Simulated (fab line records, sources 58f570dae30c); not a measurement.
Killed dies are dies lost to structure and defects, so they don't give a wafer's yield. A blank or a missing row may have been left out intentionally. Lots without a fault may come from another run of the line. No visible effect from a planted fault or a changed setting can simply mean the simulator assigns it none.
Problem report, 8D (eight disciplines) form, completed by code -- flow berkeley_cmos170 -- the parts of the form that need people (team, actions taken, sign-off) are left out

1. WHAT WENT WRONG
cd_nm at UCB170_M2_CD_MEAS_90 reads a mean of 721 nm on 6 wafers of 2 lots; wafers without a fault read 700 nm with a standard deviation of 3.5. Measured from the usual mean, that is +6.1 standard deviations.
The step: target cd 700 nm.
First observed at day 10 05:21: wafer L949.3, on cd_sem-02. At this step, 36 wafers from 12 lots have a number in the record. Rule for "out", or "out of limits": more than 4 standard deviations from the usual mean. The rest of the wafers with a number are treated as sound.

2. WHAT IT IS, AND WHAT IT ISN'T
question,is,is not
which readings at this step,cd_nm,-
which lots,"L949, L950","L942, L943, L955, L956, L957, L958, L959, L960, L961, L962"
which wafers of those lots,all that have a number,-
read on which gauges,"cd_sem-01, cd_sem-02",-
when,from day 10 05:21,"up to then (6 sound wafers); but 24 sound wafers of L955, L956, L957, L958, L959, L960, L961, L962 came after"

3. WHAT RULES OUT EACH SUSPECT
Counting: a tool at any process step up to the reading remains a suspect when it ran all the lots that are out and ran no sound lot after the first of those.
- the gauge at UCB170_M2_CD_MEAS_90 has been ruled out. Those wafers that are out were read across 2 gauges (cd_sem-01, cd_sem-02).
- rie_metal-02 at UCB170_M2_METAL_ETCH_18 (etches Al in Cl2/BCl3, stops on SiO2, target depth 1170 nm, time 195 s): kept. It processed each lot that is out, first L949 at day 10 04:58, and no sound lot thereafter; up to then, the last sound lot it processed was L942 at day 9 02:07.
The count leaves rie_metal-02 at UCB170_M2_METAL_ETCH_18.

4. THE CAUSE (what the simulator had put in)
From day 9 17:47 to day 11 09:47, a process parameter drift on rie_metal-02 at UCB170_M2_METAL_ETCH_18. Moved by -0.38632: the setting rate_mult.
The count eliminated every tool but this one.

5. SEQUENCE OF EFFECTS, ordered by route
Rows list readings where the struck wafers' mean (over those with a number) sits beyond 3 standard deviations from the usual. Only readings whose record carries a usual standard deviation are examined. hours: median over the lots of the time between each lot's start at the first step of this table that gives one and its start at this step. sigmas: the change, counted in usual standard deviations.
hours,step,reading,usual,on struck wafers,change,sigmas
0,UCB170_M2_METAL_ETCH_18,oes_product_au,0.855 a.u.,0.766,-0.089,-4.4
0,UCB170_M2_STRIP_19,oes_product_au,0.544 a.u.,0.721,+0.177,+18
0,UCB170_M2_CD_MEAS_90,cd_nm,700 nm,721,+21,+6.1
6,UCB170_M3_PROBE_99,defect_limited_yield,98.7 %,0.0,-98.7,-99
6,UCB170_M3_PROBE_99,killed_at_M0_to_M3,0.9,262.4,+261.5,+99 or more
6,UCB170_M3_PROBE_99,killed_dies,3.3,264.0,+260.7,+99 or more
6,UCB170_M3_PROBE_99,killed_on_rim,1,70,+69,+46
6,UCB170_M3_PROBE_99,sort_bin_5_function,0.8 %,99.5,+98.7,+99 or more
6,UCB170_M3_PROBE_99,sort_n_pass,260.7,0.0,-260.7,-99 or more
6,UCB170_M3_PROBE_99,sort_yield_pct,98.7 %,0.0,-98.7,-99
It contains these process steps:
- UCB170_M2_METAL_ETCH_18: etches Al in Cl2/BCl3, stops on SiO2, target depth 1170 nm, time 195 s.
- UCB170_M2_STRIP_19: strips in O2.
- UCB170_M3_PROBE_99

6. WHAT WOULD HAVE CAUGHT IT SOONER
Counted from the fault's start at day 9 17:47, it took 12 hours until the first out-of-limits reading at a measuring or inspecting step in this record, taken at day 10 05:21.
The tool's own readings at UCB170_M2_METAL_ETCH_18 were out on some of the struck wafers (oes_product_au): an alarm limit on them would have fired on those.
Of the lots that are out (2), L950 began UCB170_M2_METAL_ETCH_18 on rie_metal-02 after day 10 05:21. A tool hold placed at that time would have kept it from harm.
